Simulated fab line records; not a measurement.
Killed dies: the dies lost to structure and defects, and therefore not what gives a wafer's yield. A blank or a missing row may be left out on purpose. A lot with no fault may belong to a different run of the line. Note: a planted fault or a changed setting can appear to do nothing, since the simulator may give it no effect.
Split-lot study :: flow rit_cmos :: 27 wafers read from 5 lots, route of 202 steps

== ABOUT THE SPLIT ==
At RIT_M1_SPUTTER_00 (material Al, target thk 400 nm, time 500 s), the setting time_s was moved away from the recipe's 500 s on 9 of the 27 wafers read, by -45.3% to +33.5%. This setting was run at the recipe's value on the other wafers.

== FROM THE SPLIT TO THE READING: what the file shows between them, 5 steps ==
- RIT_M1_RS_MEAS_01: measures by four-point-probe
- RIT_M1_THK_MEAS_02: measures by xrf
- RIT_M1_HMDS_03: prime time 60 s
- RIT_M1_COAT_04: resist thk 1300 nm
- RIT_M1_HARDBAKE_11: time 120 s

== THE READING ==
oes_product_au, in a.u., at RIT_M1_METAL_ETCH_12 (etches Al in Cl2/BCl3, stops on SiO2, time 165 s, target depth 600 nm). A value of 0.778 a.u. with a standard deviation of 0.014 a.u. is what fault-free wafers of this fab line usually give.

wafer: L074.1
tool, chamber at the split: pvd_sputter-03, -
time_s as run, s: 382.4
against the recipe: -23.5%
oes_product_au, a.u.: 0.664
against lot-mates on the recipe: -0.115

wafer: L074.2
tool, chamber at the split: pvd_sputter-03, -
time_s as run, s: 500
against the recipe: recipe
oes_product_au, a.u.: 0.796
against lot-mates on the recipe: -

wafer: L074.3
tool, chamber at the split: pvd_sputter-03, -
time_s as run, s: 500
against the recipe: recipe
oes_product_au, a.u.: 0.769
against lot-mates on the recipe: -

wafer: L074.4
tool, chamber at the split: pvd_sputter-03, -
time_s as run, s: 382.4
against the recipe: -23.5%
oes_product_au, a.u.: 0.676
against lot-mates on the recipe: -0.103

wafer: L074.5
tool, chamber at the split: pvd_sputter-03, -
time_s as run, s: 500
against the recipe: recipe
oes_product_au, a.u.: 0.773
against lot-mates on the recipe: -

wafer: L074.6
tool, chamber at the split: pvd_sputter-03, -
time_s as run, s: 382.4
against the recipe: -23.5%
oes_product_au, a.u.: 0.680
against lot-mates on the recipe: -0.099

wafer: L078.1
tool, chamber at the split: pvd_sputter-03, -
time_s as run, s: 500
against the recipe: recipe
oes_product_au, a.u.: 0.779
against lot-mates on the recipe: -

wafer: L078.2
tool, chamber at the split: pvd_sputter-03, -
time_s as run, s: 500
against the recipe: recipe
oes_product_au, a.u.: 0.782
against lot-mates on the recipe: -

wafer: L078.3
tool, chamber at the split: pvd_sputter-03, -
time_s as run, s: 500
against the recipe: recipe
oes_product_au, a.u.: 0.788
against lot-mates on the recipe: -

wafer: L078.4
tool, chamber at the split: pvd_sputter-03, -
time_s as run, s: 500
against the recipe: recipe
oes_product_au, a.u.: 0.786
against lot-mates on the recipe: -

wafer: L078.5
tool, chamber at the split: pvd_sputter-03, -
time_s as run, s: 500
against the recipe: recipe
oes_product_au, a.u.: 0.787
against lot-mates on the recipe: -

wafer: L078.6
tool, chamber at the split: pvd_sputter-03, -
time_s as run, s: 500
against the recipe: recipe
oes_product_au, a.u.: 0.773
against lot-mates on the recipe: -

wafer: L079.1
tool, chamber at the split: pvd_sputter-02, -
time_s as run, s: 667.7
against the recipe: +33.5%
oes_product_au, a.u.: 0.908
against lot-mates on the recipe: +0.143

wafer: L079.2
tool, chamber at the split: pvd_sputter-02, -
time_s as run, s: 667.7
against the recipe: +33.5%
oes_product_au, a.u.: 0.916
against lot-mates on the recipe: +0.151

wafer: L079.3
tool, chamber at the split: pvd_sputter-02, -
time_s as run, s: 667.7
against the recipe: +33.5%
oes_product_au, a.u.: 0.915
against lot-mates on the recipe: +0.150

wafer: L079.4
tool, chamber at the split: pvd_sputter-02, -
time_s as run, s: 500
against the recipe: recipe
oes_product_au, a.u.: 0.758
against lot-mates on the recipe: -

wafer: L079.5
tool, chamber at the split: pvd_sputter-02, -
time_s as run, s: 500
against the recipe: recipe
oes_product_au, a.u.: 0.775
against lot-mates on the recipe: -

wafer: L079.6
tool, chamber at the split: pvd_sputter-02, -
time_s as run, s: 500
against the recipe: recipe
oes_product_au, a.u.: 0.762
against lot-mates on the recipe: -

wafer: L081.1
tool, chamber at the split: pvd_sputter-02, -
time_s as run, s: 500
against the recipe: recipe
oes_product_au, a.u.: 0.777
against lot-mates on the recipe: -

wafer: L081.2
tool, chamber at the split: pvd_sputter-02, -
time_s as run, s: 500
against the recipe: recipe
oes_product_au, a.u.: 0.782
against lot-mates on the recipe: -

wafer: L081.4
tool, chamber at the split: pvd_sputter-02, -
time_s as run, s: 500
against the recipe: recipe
oes_product_au, a.u.: 0.795
against lot-mates on the recipe: -

wafer: L083.1
tool, chamber at the split: pvd_sputter-02, -
time_s as run, s: 273.3
against the recipe: -45.3%
oes_product_au, a.u.: 0.609
against lot-mates on the recipe: -0.171

wafer: L083.2
tool, chamber at the split: pvd_sputter-02, -
time_s as run, s: 500
against the recipe: recipe
oes_product_au, a.u.: 0.786
against lot-mates on the recipe: -

wafer: L083.3
tool, chamber at the split: pvd_sputter-02, -
time_s as run, s: 500
against the recipe: recipe
oes_product_au, a.u.: 0.773
against lot-mates on the recipe: -

wafer: L083.4
tool, chamber at the split: pvd_sputter-02, -
time_s as run, s: 273.3
against the recipe: -45.3%
oes_product_au, a.u.: 0.588
against lot-mates on the recipe: -0.192

wafer: L083.5
tool, chamber at the split: pvd_sputter-02, -
time_s as run, s: 500
against the recipe: recipe
oes_product_au, a.u.: 0.781
against lot-mates on the recipe: -

wafer: L083.6
tool, chamber at the split: pvd_sputter-02, -
time_s as run, s: 273.3
against the recipe: -45.3%
oes_product_au, a.u.: 0.597
against lot-mates on the recipe: -0.183

THE FIT
A straight line over all 27 wafers: oes_product_au changes by +0.00406 a.u. for each +1% of time_s; r = +0.99; the points scatter about the line by 0.01 a.u.
The same after taking each lot's own level away (the mean of its wafers on the recipe; 27 wafers): +0.00422 a.u. for each +1%; r = +1.00; scatter 0.0087 a.u.
That fit puts the effect of the largest move of time_s on the reading at 0.19 a.u.
The span of the lots' own levels, 0.7650 to 0.7847 a.u., comes to 1.4 times the standard deviation stated above.
The two slopes agree, so the slope changes little with the lot-to-lot level.
Check: with one of the wafers moved furthest among these (-45.3%) left out of the fit, the line predicts -0.195 a.u. for it against its lot-mates. Against them it came out at -0.171 a.u.

== ADDITIONAL SPLITS CARRIED BY THESE WAFERS ==
Before the reading, these wafers also passed through other splits. Each is held against what the fit with the lots' levels taken away leaves over:
other split on the same wafers: RIT_ACTIVE_CVD_03 time_s
wafers away from the commonest value: 18
r with oes_product_au (lot level and that fit taken away): -0.25

other split on the same wafers: RIT_GATE_ETCH_19 time_s
wafers away from the commonest value: 9
r with oes_product_au (lot level and that fit taken away): +0.06

== THE WHOLE CHAIN: every reading that the file lists as answering this split, in the file's order ==
step: RIT_M1_SPUTTER_00
what it does: material Al, target thk 400 nm, time 500 s
reading: Al_of_M1_SPUTTER_00.thk_nm (the simulator's own value, which no gauge read)
change (the file's fit): +3.99 nm for each +1% of the setting
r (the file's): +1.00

step: RIT_M1_RS_MEAS_01
what it does: measures by four-point-probe
reading: M1_AL_RS
change (the file's fit): -0.00105 for each +1% of the setting
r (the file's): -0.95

step: RIT_M1_THK_MEAS_02
what it does: measures by xrf
reading: M1_AL_THK
change (the file's fit): +3.97 for each +1% of the setting
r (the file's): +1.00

step: RIT_M1_METAL_ETCH_12
what it does: etches Al in Cl2/BCl3, stops on SiO2, time 165 s, target depth 600 nm
reading: oes_product_au
change (the file's fit): +0.0042 a.u. for each +1% of the setting
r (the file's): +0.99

== FILE'S OWN FIT ==
oes_product_au changes by +0.0042 a.u. for each +1% of time_s, r = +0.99.
